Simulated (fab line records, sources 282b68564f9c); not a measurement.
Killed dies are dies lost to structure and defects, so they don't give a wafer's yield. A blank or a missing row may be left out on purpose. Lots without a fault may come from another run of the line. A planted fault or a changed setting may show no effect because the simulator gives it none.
Chamber matching | flow rit_cmos | RIT_GATE_ETCH_19 on rie_si-02: 4 sister chambers
The step etches poly-Si in SF6/CHF3/O2, stops on SiO2, time 165 s, target depth 312.5 nm. 8 wafers are shown with their chamber, then 7 later ones without.

WAFERS WITH THEIR CHAMBER
wafer  | chamber | drypump_motor_current_A (A) | throttle_valve_pct (%)
L139.1 | 2       | 5.55                        | 10.10
L143.1 | 0       | 5.66                        | 10.35
L143.6 | 1       | 5.67                        | 10.33
L145.1 | 1       | 5.68                        | 10.32
L145.3 | 2       | 5.53                        | 10.12
L145.5 | 3       | 5.17                        | 10.49
L147.4 | 3       | 5.18                        | 10.50
L147.5 | 0       | 5.66                        | 10.37

WAFERS WITHOUT THEIR CHAMBER
wafer  | drypump_motor_current_A (A) | throttle_valve_pct (%)
L147.6 | 5.58                        | 10.11
L149.2 | 5.19                        | 10.52
L149.4 | 5.56                        | 10.12
L149.5 | 5.18                        | 10.50
L159.3 | 5.67                        | 10.38
L159.5 | 5.15                        | 10.51
L159.6 | 5.58                        | 10.11

WHICH CHAMBER EACH WENT THROUGH
wafer  | from the rows above | in truth
L147.6 | 2                   | 2
L149.2 | 3                   | 3
L149.4 | 2                   | 2
L149.5 | 3                   | 3
L159.3 | 0                   | 0
L159.5 | 3                   | 3
L159.6 | 2                   | 2
Placed correctly: 7 of 7. Can't be placed from these rows: 0. Placed wrongly: 0.
How it was worked out, from the rows above alone: a wafer's distance from a chamber is the root of the sum, over the readings, of the square of ((its reading less the chamber's mean) divided by the reading's scatter). The wafer belongs to the nearest chamber; if the next one is less than 2 further off, it can't be placed. A chamber's mean is the mean of its shown wafers. The scatter: the root of (the sum of the squares of (reading less its chamber's mean) over the shown wafers, divided by (wafers less chambers)).
